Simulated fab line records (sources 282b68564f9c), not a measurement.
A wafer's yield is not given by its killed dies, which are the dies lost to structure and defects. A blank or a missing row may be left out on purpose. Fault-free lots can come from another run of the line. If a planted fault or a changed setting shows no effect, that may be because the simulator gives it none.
A lot that was struck, set against a sound lot + flow rit_cmos + 17 steps out of a route of 202
Sound: wafers L935.1, L935.4, L935.5. Wafers L950.2, L950.4, L950.6 were the ones struck. At the end, the cause is stated.
Per side, at each step with rows, come the tool, then ch with its chambers, and then its first start. Under that, the readings that differ: sound wafers + struck wafers + difference of the means + sigmas: that difference in standard deviations of wafers without a fault.
alike: readings whose means differ by less than 2 such deviations, and words and numbers that are the same on both sides. not compared: withheld readings, readings that some wafer has no value for, bounds like >300 that may hide the same value, and numbers for which the record gives no deviation and whose values overlap.
Wherever a step has rows on one side only, a row that says differs or no value, or a row with sigmas, the two part there. When numbers do not overlap yet have no deviation, they are printed without sigmas and do not part them. A reading missing from all wafers of one side parts the sides only when that side holds two or more wafers.

first, 2 steps without rows for these wafers: RIT_NRETRO_HARDBAKE_07 (time 120 s); RIT_NRETRO_IMPLANT_08.
RIT_NRETRO_STRIP_09: strips in O2, time 180 s.
  sound on plasma_asher-03 ch 0, day 2 07:59; struck on plasma_asher-04 ch 0,1, day 5 09:41
  alike: drypump_motor_current_A
  not compared: rf_hours_counter_h
RIT_NRETRO_TW_MEAS_10:
  struck on film_metro-02, day 5 09:52; sound on film_metro-01, day 2 08:10
  alike: NRETRO_TW
then, 6 steps without rows for these wafers: RIT_PRETRO_HMDS_00 (prime time 60 s); RIT_PRETRO_COAT_01 (resist thk 1300 nm); RIT_PRETRO_SOFTBAKE_02 (time 60 s); RIT_PRETRO_EXPOSE_03 (exposes mask M5, target cd 43700 nm); RIT_PRETRO_PEB_04; RIT_PRETRO_DEVELOP_05 (develop time 68 s).
RIT_PRETRO_OVL_MEAS_06:
  struck on overlay-02, day 5 10:49; sound on overlay-02, day 2 09:06
  alike: PRETRO_OVL
then, 1 step without rows for these wafers: RIT_PRETRO_HARDBAKE_07 (time 120 s).
RIT_PRETRO_IMPLANT_08:
  sound on implanter-03 ch 0, day 2 09:23; struck on implanter-03 ch 0, day 5 11:07
| reading            | sound                            | struck                           | difference  | sigmas      |
|--------------------|----------------------------------|----------------------------------|-------------|-------------|
| dose_ions_cm2      | 1.1995e+13 1.2005e+13 1.1999e+13 | 1.6305e+13 1.6326e+13 1.6307e+13 | +4.3130e+12 | +99 or more |
| faraday_current_uA | 37.1 37.9 35.9                   | 50.9 53.1 52.0                   | +15.0       | +20         |
RIT_PRETRO_STRIP_09: strips in O2, time 180 s.
  sound on plasma_asher-02 ch 1, day 2 09:32; struck on plasma_asher-04 ch 0,1, day 5 11:14
  alike: drypump_motor_current_A
  not compared: rf_hours_counter_h
RIT_PRETRO_TW_MEAS_10:
  struck on film_metro-04, day 5 11:25; sound on film_metro-01, day 2 09:43
| reading   | sound       | struck      | difference | sigmas |
|-----------|-------------|-------------|------------|--------|
| PRETRO_TW | 473 476 478 | 523 526 529 | +50        | +16    |
then, 1 step without rows for these wafers: RIT_GATE_WET_ETCH_00 (etches SiO2 in BOE, target depth 56 nm, time 60 s).
RIT_M1_PROBE_99:
  struck on prober-02, day 6 13:52; sound on prober-01, day 3 16:27
| reading                                    | sound                | struck               | difference | sigmas |
|--------------------------------------------|----------------------|----------------------|------------|--------|
| model.etest.nmos_0p3.r_on_ohm_um           | 2111 2084 2108       | 2383 2308 2300       | +229       |        |
| model.etest.nmos_turned.drive_ua_um        | 319.7 341 326.1      | 267.9 278.2 277.1    | -54.5      |        |
| model.etest.nmos_0p15.drive_ua_um          | 474.4 489.9 475.5    | 431.3 441.8 446      | -40.2      |        |
| model.etest.nmos_0p3.drive_ua_um           | 234.2 237.3 235.8    | 199.8 205.7 199.9    | -34.0      |        |
| model.etest.nmos_narrow.drive_ua_um        | 232.3 235.6 235.2    | 202.4 207.2 202.1    | -30.5      |        |
| model.etest.nmos_0p15.off_log10_a_um       | -10.15 -9.893 -10.05 | -10.75 -10.54 -10.73 | -0.64      |        |
| model.etest.retro_edge_nmos.off_log10_a_um | -9.958 -9.75 -10     | -10.61 -10.33 -10.66 | -0.63      |        |
| model.etest.diode_nplus_pwell.bv_v (V)     | 5.931 5.912 5.93     | 5.753 5.722 5.672    | -0.209     |        |
  alike: killed_at_front_end, killed_dies, killed_open, killed_short

## WHERE THEY PART
At RIT_PRETRO_IMPLANT_08 first; at RIT_PRETRO_TW_MEAS_10 last (within this record only). Later steps at which nothing parts them and some readings are alike: RIT_M1_PROBE_99.

WHY: what had been put in by the simulator
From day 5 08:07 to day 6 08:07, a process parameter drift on implanter-03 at RIT_PRETRO_IMPLANT_08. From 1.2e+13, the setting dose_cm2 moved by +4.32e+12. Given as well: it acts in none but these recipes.
